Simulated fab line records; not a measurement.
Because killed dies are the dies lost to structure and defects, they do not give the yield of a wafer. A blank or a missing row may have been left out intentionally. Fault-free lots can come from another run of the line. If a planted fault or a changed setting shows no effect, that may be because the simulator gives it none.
fab line records | flow rit-cmos
record: lots: 6 wafers: 18 last-day: 7
route steps=202 shown NSD@138 PSD@142 SDANNEAL@153 M1@202
lots untouched by any fault: they come from a run of this same line in which no faults occurred
start-h: hours from the record's first day to the start of the lot's first wafer shown | wait-h: time in hours since the lot's previous step | " same as the row above | L1.1+2: several wafers, shown together as one row | - no value, or no start given | * or withheld: withheld | < > ~ a bound
route shown NAME@n: NAME is a module with steps in the file, n the number in the route of the first one | usual: mean/standard deviation taken from wafers without a fault | same: alike in all rows | chamber/n: place in a boat | sites: the reading at each site | _std_site: standard deviation across them | _edge_site: outer sites' mean less inner sites' | radius-mm: how far each site lies from the wafer's centre | mask NAME#n: copy n | behind: the tool/chamber that last shaped the wafer | hold: the reason the lot was held/the length of the hold in hours/how it ended | device: names the non-switching transistor (n, p or np) | end of line: tests run on the same wafers once the route is complete | a step with no rows: only its recipe | killed: not the wafer's yield, but the dies lost to structure and defects at the first sort | map: a wafer's dies, x killed, . not, _ none there
set.NAME: the setting the step ran with; set.NAME@STEP: the setting that earlier step ran with | model.NAME: the simulator's own value behind a step, which no gauge read
lots at some steps of the route; a table a step, a row a wafer
services: when a tool's chamber went out of use (start-h, in hours from the record's first day, below 0 if earlier), for how many hours, and the reason
== steps ==
step: RIT_NSD_HARDBAKE_07
recipe: resist: NOVOLAK temp-c: 140 time-s: 60
step: RIT_NSD_IMPLANT_08
recipe: species: P energy-kev: 25 dose-cm2: 1e+15 tilt-deg: 7
step: RIT_NSD_STRIP_09
recipe: chemistry: O2 time-s: 180 resist: NOVOLAK platen-temp-c: withheld power-w: 500 pressure-mtorr: 4000 o2-flow-sccm: 4000
usual: drypump-motor-current-A: 5.7/0.49
same: time-s: 180
columns lot.wafer tool chamber start-h wait-h drypump-motor-current-A rf-hours-counter-h
L715.1 plasma-asher-03 0 52.48 0.1 6.4 39
L715.5 " 0 " " 6.5 -
L715.6 " 1 " " 5.7 -
L721.3 plasma-asher-02 0 85.19 0.1 6.2 -
L721.5 " 0 " " 6.2 -
L721.6 " 1 " " 6.0 -
L723.1 plasma-asher-02 1 92.37 0.1 6.0 45
L723.3 " 1 " " 6.0 -
L723.4 " 0 " " 6.2 -
L732.1 plasma-asher-02 1 138.09 0.1 6.0 51
L732.3 " 1 " " 6.0 -
L732.6 " 1 " " 6.0 -
L734.4 plasma-asher-02 1 148.75 0.1 6.0 -
L734.5 " 1 " " 6.0 -
L734.6 " 0 " " 6.2 -
L737.1 plasma-asher-01 0 161.89 0.1 5.0 6
L737.2 " 1 " " 5.5 6
L737.5 " 0 " " 5.0 -
step: RIT_NSD_TW_MEAS_10
usual: NSD_TW: 3117/23
columns lot.wafer tool chamber start-h wait-h NSD_TW
L715.1 film-metro-02 - 52.66 0.1 3120
L715.5 " - " " 3128
L715.6 " - " " 3136
L721.3 film-metro-01 - 85.33 0.1 3099
L721.5 " - " " 3080
L721.6 " - " " 3081
L723.1 film-metro-03 - 92.55 0.1 3118
L723.3 " - " " 3128
L723.4 " - " " 3112
L732.1 film-metro-02 - 138.27 0.1 3134
L732.3 " - " " 3135
L732.6 " - " " 3136
L734.4 film-metro-01 - 148.89 0.1 3096
L734.5 " - " " 3115
L734.6 " - " " 3103
L737.1 film-metro-01 - 162.06 0.1 3128
L737.2 " - " " 3106
L737.5 " - " " 3115
step: RIT_PSD_HMDS_00
recipe: prime-time-s: 60 prime-temp-c: 140
step: RIT_PSD_COAT_01
recipe: resist: NOVOLAK spin-rpm: 3250 resist-thk-nm: 1000
step: RIT_PSD_SOFTBAKE_02
recipe: resist: NOVOLAK temp-c: 90 time-s: 60
step: RIT_PSD_EXPOSE_03
recipe: mask-id: M10 na: 0.57 target-cd-nm: 40900 dose-mj: 250
step: RIT_PSD_PEB_04
recipe: resist: NOVOLAK temp-c: withheld time-s: withheld
step: RIT_PSD_DEVELOP_05
recipe: resist: NOVOLAK develop-time-s: 50 dev-temp-c: 23
step: RIT_PSD_OVL_MEAS_06
usual: PSD_OVL: -0.5/1.4
columns lot.wafer tool chamber start-h wait-h PSD_OVL[nm]
L715.1 overlay-02 - 53.69 - -1.1
L715.5 " - " " -0.4
L715.6 " - " " -2.6
L721.3 overlay-02 - 86.25 - -1.1
L721.5 " - " " -1.7
L721.6 " - " " -1.0
L723.1 overlay-02 - 93.46 - -0.7
L723.3 " - " " 0.5
L723.4 " - " " 0.7
L732.1 overlay-02 - 139.30 - -0.3
L732.3 " - " " -0.1
L732.6 " - " " 0.6
L734.4 overlay-02 - 149.79 - -2.3
L734.5 " - " " -0.6
L734.6 " - " " -1.6
L737.1 overlay-01 - 163.10 - -2.0
L737.2 " - " " -1.5
L737.5 " - " " -0.9
step: RIT_PSD_HARDBAKE_07
recipe: resist: NOVOLAK temp-c: 139.4 time-s: 60
step: RIT_PSD_IMPLANT_08
recipe: species: BF2 energy-kev: 27 dose-cm2: 5e+15 tilt-deg: 7
usual: tilt-deg: 7.001/0.02
columns lot.wafer tool chamber start-h wait-h tilt-deg
L715.1 implanter-03 0 53.88 0.1 7.000
L715.5 " 0 " " 6.997
L715.6 " 0 " " 7.005
L721.3 implanter-03 0 86.48 0.1 3.032
L721.5 " 0 " " 3.016
L721.6 " 0 " " 3.013
L723.1 implanter-03 0 93.65 0.1 3.006
L723.3 " 0 " " 2.970
L723.4 " 0 " " 2.966
L732.1 implanter-01 0 139.49 0.1 6.979
L732.3 " 0 " " 6.989
L732.6 " 0 " " 7.005
L734.4 implanter-01 0 150.04 0.1 7.025
L734.5 " 0 " " 7.010
L734.6 " 0 " " 7.052
L737.1 implanter-02 0 163.28 0.1 7.010
L737.2 " 0 " " 6.992
L737.5 " 0 " " 6.980
step: RIT_PSD_STRIP_09
recipe: chemistry: O2 time-s: 180 resist: NOVOLAK platen-temp-c: withheld power-w: 500 pressure-mtorr: 4000 o2-flow-sccm: 4000
usual: drypump-motor-current-A: 5.7/0.47
same: time-s: 180
columns lot.wafer tool chamber start-h wait-h drypump-motor-current-A rf-hours-counter-h
L715.1 plasma-asher-03 1 54.03 0.1 5.7 39
L715.5 " 1 " " 5.7 -
L715.6 " 0 " " 6.4 -
L721.3 plasma-asher-03 1 86.64 0.1 5.7 -
L721.5 " 1 " " 5.7 -
L721.6 " 0 " " 6.5 -
L723.1 plasma-asher-03 0 93.80 0.1 6.5 44
L723.3 " 0 " " 6.5 -
L723.4 " 1 " " 5.7 -
L732.1 plasma-asher-04 1 139.64 0.1 5.9 34
L732.3 " 0 " " 5.2 -
L732.6 " 0 " " 5.2 -
L734.4 plasma-asher-03 1 150.17 0.1 5.7 -
L734.5 " 1 " " 5.7 -
L734.6 " 0 " " 6.4 -
L737.1 plasma-asher-04 0 163.43 0.1 5.2 37
L737.2 " 1 " " 5.9 37
L737.5 " 1 " " 5.9 -
step: RIT_PSD_TW_MEAS_10
usual: PSD_TW: 3430/20
columns lot.wafer tool chamber start-h wait-h PSD_TW
L715.1 film-metro-01 - 54.21 0.1 3417
L715.5 " - " " 3434
L715.6 " - " " 3433
L721.3 film-metro-02 - 86.77 0.1 3440
L721.5 " - " " 3426
L721.6 " - " " 3430
L723.1 film-metro-02 - 93.97 0.1 3446
L723.3 " - " " 3423
L723.4 " - " " 3426
L732.1 film-metro-02 - 139.81 0.1 3460
L732.3 " - " " 3440
L732.6 " - " " 3430
L734.4 film-metro-01 - 150.32 0.1 3410
L734.5 " - " " 3423
L734.6 " - " " 3411
L737.1 film-metro-02 - 163.61 0.1 3465
L737.2 " - " " 3457
L737.5 " - " " 3455
step: RIT_SDANNEAL_CLEAN_00
recipe: chemistry: SC1 mix: 3:3:50 time-s: 600 temp-c: 75
step: RIT_SDANNEAL_CLEAN_01
recipe: chemistry: dHF dilution: 50:1 time-s: 30
step: RIT_SDANNEAL_CLEAN_02
recipe: chemistry: SC2 mix: 3:3:50 time-s: 600 temp-c: 75 dry: n2-spin
step: RIT_SDANNEAL_RTA_03
recipe: temp-c: 1050 time-s: 5 idle-temp-c: 600 ramp-up-c-per-s: 342 ramp-down-c-per-s: 171 cool-to-c: 600 ambient: N2
usual: ramp-up-c-per-s: 342.00/0.06 wafer_temp_C_max: 1053.5/1.2
same: time-s: 5
columns lot.wafer tool chamber start-h wait-h ramp-up-c-per-s wafer_temp_C_max
L715.1 rtp-anneal-02 0 54.63 0.0 341.99 1052.7
L715.5 " 0 " " 341.98 1051.9
L715.6 " 0 " " 341.99 1052.1
L721.3 rtp-anneal-02 0 87.20 0.0 341.99 1053.6
L721.5 " 0 " " 341.97 1052.1
L721.6 " 0 " " 341.99 1054.5
L723.1 rtp-anneal-02 0 94.43 0.0 341.91 1053.1
L723.3 " 0 " " 342.04 1052.6
L723.4 " 0 " " 342.12 1052.7
L732.1 rtp-anneal-01 0 140.24 0.0 341.97 1052.0
L732.3 " 0 " " 341.97 1052.8
L732.6 " 0 " " 342.04 1053.0
L734.4 rtp-anneal-01 0 150.76 0.0 341.99 1053.4
L734.5 " 0 " " 342.15 1055.0
L734.6 " 0 " " 342.01 1051.8
L737.1 rtp-anneal-02 0 164.03 0.0 342.05 1052.8
L737.2 " 0 " " 342.00 1050.8
L737.5 " 0 " " 342.06 1052.8
step: RIT_SDANNEAL_RS_MEAS_04
recipe: thk-meas-gauge: four-point-probe
usual: PSD_RS: 115.92/0.26
columns lot.wafer tool chamber start-h wait-h hold PSD_RS[ohm/sq]
L715.1 film-metro-01 - 54.69 0.0 - 116.07
L715.5 " - " " - 115.90
L715.6 " - " " - 116.11
L721.3 film-metro-01 - 87.28 0.1 await-dispo/0.2h/release 120.63
L721.5 " - " " await-dispo/0.2h/release 120.54
L721.6 " - " " await-dispo/0.2h/release 120.44
L721.3 film-metro-01 - 87.64 0.3 - 120.52
L721.5 " - " " - 120.40
L721.6 " - " " - 120.50
L723.1 film-metro-01 - 94.49 0.0 await-dispo/0.2h/release 120.03
L723.3 " - " " await-dispo/0.2h/release 120.37
L723.4 " - " " await-dispo/0.2h/release 120.36
L723.1 film-metro-01 - 94.85 0.3 - 120.21
L723.3 " - " " - 120.11
L723.4 " - " " - 120.18
L732.1 film-metro-02 - 140.30 0.0 - 115.72
L732.3 " - " " - 116.01
L732.6 " - " " - 115.58
L734.4 film-metro-02 - 150.85 0.1 - 115.49
L734.5 " - " " - 115.76
L734.6 " - " " - 116.21
L737.1 film-metro-01 - 164.09 0.0 - 115.79
L737.2 " - " " - 115.59
L737.5 " - " " - 116.01
step: RIT_SDANNEAL_RS_MEAS_05
recipe: thk-meas-gauge: four-point-probe
usual: NSD_RS: 84.5/0.33
columns lot.wafer tool chamber start-h wait-h hold NSD_RS[ohm/sq]
L715.1 film-metro-01 - 54.81 0.1 - 84.5
L715.5 " - " " - 84.5
L715.6 " - " " - 84.1
L721.3 film-metro-01 - 91.29 3.6 await-dispo/3.5h/release 84.7
L721.5 " - " " await-dispo/3.5h/release 84.7
L721.6 " - " " await-dispo/3.5h/release 84.9
L723.1 film-metro-01 - 98.00 3.1 await-dispo/3.0h/release 84.7
L723.3 " - " " await-dispo/3.0h/release 84.4
L723.4 " - " " await-dispo/3.0h/release 84.9
L732.1 film-metro-02 - 140.42 0.1 - 84.3
L732.3 " - " " - 84.5
L732.6 " - " " - 84.3
L734.4 film-metro-02 - 150.97 0.1 - 85.2
L734.5 " - " " - 84.8
L734.6 " - " " - 84.9
L737.1 film-metro-01 - 164.21 0.1 - 84.0
L737.2 " - " " - 84.1
L737.5 " - " " - 84.4
step: RIT_M1_PROBE_99
usual: killed_at_M0_to_M3: 0.0/0.14 killed-at-front-end: 7.3/2.9 killed-dies: 7.3/3 killed-open: 3.6/1.8 killed-short: 3.7/2.1
same: gross-dies: 264 killed_at_M4_up: 0 killed-at-back-side: 0 killed-at-contacts: 0 killed-at-other: 0
columns lot.wafer tool chamber start-h wait-h killed_at_M0_to_M3 killed-at-front-end killed-dies killed-open killed-short
L721.3 prober-01 - 100.04 0.2 1 8 9 6 3
L721.5 prober-01 - 100.14 0.2 0 6 6 1 5
L721.6 prober-01 - 100.19 0.2 0 5 5 3 2
L723.1 prober-01 - 105.95 0.1 0 11 11 8 3
L723.3 prober-01 - 106.05 0.2 0 6 6 3 3
L723.4 prober-01 - 106.10 0.2 0 6 6 4 2
L732.1 prober-02 - 148.71 0.1 0 7 7 3 4
L732.3 prober-02 - 148.81 0.2 0 2 2 2 0
L732.6 prober-02 - 148.96 0.2 0 12 12 7 5
L734.4 prober-02 - 158.33 0.2 0 11 11 6 4
L734.5 prober-02 - 158.38 0.2 0 9 9 4 5
L734.6 prober-02 - 158.43 0.2 0 10 10 5 5
killed by level:class
L721.3 SPACER:geometric-particle:open=3 REOX:geometric-particle:open=2 ACTIVE:geometric-particle:short=1 GATE:geometric-particle:open=1 GATE:geometric-particle:short=1 M1:geometric-particle:short=1
L721.5 GATE:geometric-particle:short=4 FOX2:geometric-particle:short=1 SPACER:geometric-particle:open=1
L721.6 SPACER:geometric-particle:short=2 REOX:geometric-particle:open=1 SPACER:geometric-particle:open=1 SILICIDE:geometric-particle:open=1
L723.1 FOX1:geometric-particle:open=2 GATE:geometric-particle:open=2 REOX:geometric-particle:open=2 FOX2:geometric-particle:short=1 GATE:geometric-particle:short=1 REOX:geometric-particle:short=1 SPACER:geometric-particle:open=1 SILICIDE:geometric-particle:open=1
L723.3 GATE:geometric-particle:open=2 GATE:geometric-particle:short=2 REOX:geometric-particle:short=1 SILICIDE:geometric-particle:open=1
L723.4 GATE:geometric-particle:open=2 FOX1:geometric-particle:open=1 GATE:geometric-particle:short=1 REOX:geometric-particle:short=1 SPACER:geometric-particle:open=1
L732.1 GATE:geometric-particle:short=3 FOX1:geometric-particle:short=1 FOX1:geometric-particle:open=1 GATE:geometric-particle:open=1 SPACER:geometric-particle:open=1
L732.3 FOX1:geometric-particle:open=1 GATE:geometric-particle:open=1
L732.6 FOX1:geometric-particle:open=4 GATE:geometric-particle:short=4 FOX1:geometric-particle:short=1 GATE:geometric-particle:open=1 SPACER:geometric-particle:open=1 SILICIDE:geometric-particle:open=1
L734.4 REOX:geometric-particle:open=4 FOX1:geometric-particle:open=2 GATE:geometric-particle:short=2 REOX:geometric-particle:short=1 SPACER:geometric-particle:short=1 PLDD:coat-microbubble-printed=1
L734.5 SILICIDE:geometric-particle:short=2 FOX1:geometric-particle:short=1 FOX1:geometric-particle:open=1 GATE:geometric-particle:short=1 GATE:geometric-particle:open=1 REOX:geometric-particle:open=1 SPACER:geometric-particle:short=1 SILICIDE:geometric-particle:open=1
L734.6 SILICIDE:geometric-particle:open=3 REOX:geometric-particle:short=2 ACTIVE:geometric-particle:short=1 GATE:geometric-particle:short=1 REOX:geometric-particle:open=1 SPACER:geometric-particle:open=1 SILICIDE:geometric-particle:short=1
== services ==
columns tool chamber start-h hours kind
plasma-asher-04 - 29.74 2.5 repair
implanter-03 - 34.26 3.4 repair
implanter-02 - 60.80 3.9 pm
implanter-01 - 77.97 2.8 repair
plasma-asher-01 - 108.75 9.0 pm
plasma-asher-01 0 108.75 9.0 vent-cycle
plasma-asher-01 1 108.75 9.0 vent-cycle
plasma-asher-01 0 117.75 - clean
plasma-asher-01 1 117.75 - clean
plasma-asher-03 - 127.60 15.7 repair
implanter-02 - 128.49 0.6 repair
implanter-02 - 143.28 3.6 repair
== key ==
first-sign: step: RIT_PSD_IMPLANT_08 reading: tilt-deg direction: down sigmas: 99+ usual: 7.001 struck: 3.001
effect: step: RIT_SDANNEAL_RS_MEAS_04 reading: visit direction: added
effect: step: RIT_SDANNEAL_RS_MEAS_04 reading: PSD_RS direction: up sigmas: 17 usual: 115.92 struck: 120.40
met-at RIT_PSD_IMPLANT_08
struck-wafers L721.3,L721.5,L721.6,L723.1,L723.3,L723.4
tester-left-out L721,L723
onset-between 53.88 86.48
fault: kind: process-parameter-drift tool: implanter-03 chamber: - onset-h: 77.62 steps: RIT_PSD_IMPLANT_08 channel: tilt-deg offset: -4.0187 shape: step end-h: 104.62 acts-in: these-recipes-only stated: 7
tester-left-out: of these lots the tester's yield and bins aren't shown, on N5 and GAA mostly nor the transistor test; their killed dies are dies lost to structure and defects alone, not to doping, threshold or leakage, so they don't give the yield
